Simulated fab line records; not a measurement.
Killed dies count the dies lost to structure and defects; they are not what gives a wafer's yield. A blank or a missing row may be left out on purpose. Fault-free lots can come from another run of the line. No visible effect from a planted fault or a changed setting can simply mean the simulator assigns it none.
Shared-tool check ; flow rit-cmos ; 13 lots and 39 wafers in the sample

## REASON IT WAS OPENED
On 1 of the 13 lots, a flag is raised at RIT_GATE_CD_MEAS_16 on the reading cd-nm. No-fault wafers: 150.0 nm, standard deviation 2.6.
Rule: a lot gets a flag if all its wafers with a number sit over 4 standard deviations from that mean, or if no wafer of it has a number. The other lots count as sound.

lot;measured;on;cd-nm (nm), wafer by wafer;flag
L930;day 2 23:53;cd-sem-01;153.5 158.4 155.1;
L933;day 3 20:23;cd-sem-01;151.5 153.3 151.9;
L934;day 3 21:14;cd-sem-01;149.3 149.0 150.0;
L935;day 4 05:15;cd-sem-02;150.8 148.9 150.0;
L938;day 4 18:49;cd-sem-01;149.8 149.0 149.9;
L940;day 5 04:01;cd-sem-01;145.0 146.3 147.6;
L939;day 5 04:10;cd-sem-02;151.2 148.3 149.2;
L942;day 5 17:28;cd-sem-02;194.5 195.9 194.7;FLAGGED
L943;day 5 21:08;cd-sem-02;146.8 147.7 147.2;
L947;day 6 16:12;cd-sem-02;152.4 151.8 154.1;
L948;day 6 22:06;cd-sem-02;151.8 148.5 150.0;
L949;day 7 01:33;cd-sem-02;149.3 148.9 149.7;
L951;day 7 13:02;cd-sem-02;150.3 150.2 150.6;
Average over the flagged lots: 195.0 nm; offset from the usual +45.0 nm, equal to +17 standard deviations.

## WHICH TOOL RAN EACH LOT
The record keeps 1 process step preceding the reading, out of 202 steps on the route. Read each cell as the tool, then ch plus the chambers that the sampled wafers visited, then the start.
lot;flag;RIT_GATE_EXPOSE_13
L930;;iline-stepper-01 ch 0, day 2 23:20
L933;;iline-stepper-01 ch 0, day 3 19:59
L934;;iline-stepper-01 ch 0, day 3 20:50
L935;;iline-stepper-02 ch 0, day 4 04:51
L938;;iline-stepper-02 ch 0, day 4 18:25
L940;;iline-stepper-02 ch 0, day 5 03:37
L939;;iline-stepper-02 ch 0, day 5 03:46
L942;FLAGGED;iline-stepper-01 ch 0, day 5 17:04
L943;;iline-stepper-01 ch 0, day 5 20:44
L947;;iline-stepper-01 ch 0, day 6 15:48
L948;;iline-stepper-01 ch 0, day 6 21:42
L949;;iline-stepper-02 ch 0, day 7 01:09
L951;;iline-stepper-02 ch 0, day 7 12:38
What is done by these steps:
- RIT_GATE_EXPOSE_13: exposes mask M6, target cd 150 nm.
- RIT_GATE_CD_MEAS_16: target cd 150 nm.

## FLAGGED OVER TOTAL, TOOL BY TOOL (the gauges that took the reading come last)
step;tool;lots run;flagged;share of the flagged lots;sound lots run after its first flagged lot
RIT_GATE_EXPOSE_13;iline-stepper-01;7;1;all;3 (L943,L947,L948)
RIT_GATE_EXPOSE_13;iline-stepper-02;6;0;none;-
RIT_GATE_CD_MEAS_16;cd-sem-01;5;0;none;-
RIT_GATE_CD_MEAS_16;cd-sem-02;8;1;all;5 (L943,L947,L948,L949,L951)

## THE TABLE: WHAT IT ALLOWS
Table rows that saw every flagged lot: 2, namely iline-stepper-01 at RIT_GATE_EXPOSE_13 and cd-sem-02 at RIT_GATE_CD_MEAS_16.
- iline-stepper-01 at RIT_GATE_EXPOSE_13: 1 of its 7 lots flagged. Sound lots ran on it after the first flagged one (L943, L947, L948), which a lasting fault on the whole tool wouldn't allow.
- cd-sem-02 at RIT_GATE_CD_MEAS_16: 1 of its 8 lots flagged. Sound lots ran on it after the first flagged one (L943, L947, L948, L949, L951), which a lasting fault on the whole tool wouldn't allow.
Not one row of the table ran every flagged lot while running no sound lot after the first.

## WHAT HAD BEEN PUT IN BY THE SIMULATOR
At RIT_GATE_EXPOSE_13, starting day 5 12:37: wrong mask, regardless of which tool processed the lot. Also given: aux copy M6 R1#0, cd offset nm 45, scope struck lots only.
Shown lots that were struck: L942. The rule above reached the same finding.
